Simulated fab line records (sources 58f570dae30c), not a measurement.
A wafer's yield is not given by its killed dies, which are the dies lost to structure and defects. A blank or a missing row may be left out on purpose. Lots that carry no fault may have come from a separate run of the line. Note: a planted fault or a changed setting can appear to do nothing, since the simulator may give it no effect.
2 desks, one fault | flow berkeley_cmos170 | each desk holds nothing but its own numbers, with what lay behind them at the end

## METROLOGY DESK
Means of the sampled wafers that have a number, per lot and without regard to the tool the lot ran on: this is what the gauges read. A lot is out of limits, marked OUT, if its mean lies more than 4 standard deviations from the usual mean; the brackets give that distance.
Columns: A = cd_nm at UCB170_V2_CD_MEAS_12, usual 700.0 nm; B = V2_OVL at UCB170_V2_OVL_MEAS_13, usual -2 nm; C = cd_nm at UCB170_V2_CD_MEAS_90, usual 699.7 nm; D = M3_AL_RS at UCB170_M3_RS_MEAS_02, usual 0.0320 ohm/sq; E = M3_AL_THK at UCB170_M3_THK_MEAS_03, usual 907 nm; F = cd_nm at UCB170_M3_CD_MEAS_15, usual 699.8 nm; G = M3_OVL at UCB170_M3_OVL_MEAS_16, usual 1 nm
lot  | first seen here | A     | B  | C     | D                 | E              | F     | G
L684 | day 10 01:11    | 700.2 | -4 | 700.9 | 0.0373 (+13) OUT  | 782 (-9.6) OUT | 699.5 | 6
L690 | day 11 09:40    | 701.4 | 6  | 701.9 | 0.0319            | 916            | 699.8 | -2
L688 | day 11 09:56    | 701.0 | -6 | 700.5 | 0.0349 (+6.9) OUT | 846 (-4.7) OUT | 699.0 | -1
L693 | day 12 08:58    | 700.1 | 2  | 700.0 | 0.0320            | 898            | 697.8 | 5
L697 | day 12 20:13    | 698.4 | -8 | 698.5 | 0.0321            | 912            | 699.1 | 3
L698 | day 13 19:35    | 700.1 | -6 | 699.1 | 0.0319            | 907            | 700.5 | -1
This desk reports L684, L688 out of limits; the earliest was L684 at day 10 01:54 (M3_AL_RS at UCB170_M3_RS_MEAS_02). L690, L693, L697, L698 stayed within limits.

## TOOL OWNER'S DESK, pvd_sputter-02
The tool's own readings at UCB170_M3_SPUTTER_01 (material Al, target thk 900 nm, time 120 s): means of the sampled wafers that have a number, for each lot that ran on this tool. A lot is out of limits, marked OUT, if its mean lies more than 4 standard deviations from the usual mean; the brackets give that distance.
Columns: A = cathode_dc_power_W at UCB170_M3_SPUTTER_01, usual 5999.9 W; B = throttle_valve_pct at UCB170_M3_SPUTTER_01, usual 30.1 %
lot  | first seen here | A                        | B
L684 | day 10 01:45    | 5212.9 (-99 or more) OUT | 30.9
L688 | day 11 10:34    | 5607.4 (-99 or more) OUT | 30.6
L698 | day 13 20:10    | 6000.0                   | 30.9
This desk's finding: out of limits on L684, L688; first on L684, day 10 01:45 (cathode_dc_power_W at UCB170_M3_SPUTTER_01). L698 stayed within limits.

## PUT TOGETHER
The tool owner's desk could have raised an alarm at day 10 01:45, on L684, L688.
L684, L688 would have let the metrology desk raise an alarm at day 10 01:54.
UCB170_M3_SPUTTER_01 was run on pvd_sputter-02 by each of the lots named.

## WHAT THE SIMULATOR PUT IN
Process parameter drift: pvd_sputter-02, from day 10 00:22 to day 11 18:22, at UCB170_M3_SPUTTER_01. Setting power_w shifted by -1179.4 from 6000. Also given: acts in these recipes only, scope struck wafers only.
Struck lots among those shown: L684, L688.
Hours from the fault's start to each desk's first reading out of limits: the tool owner's desk, 1; the metrology desk, 2.
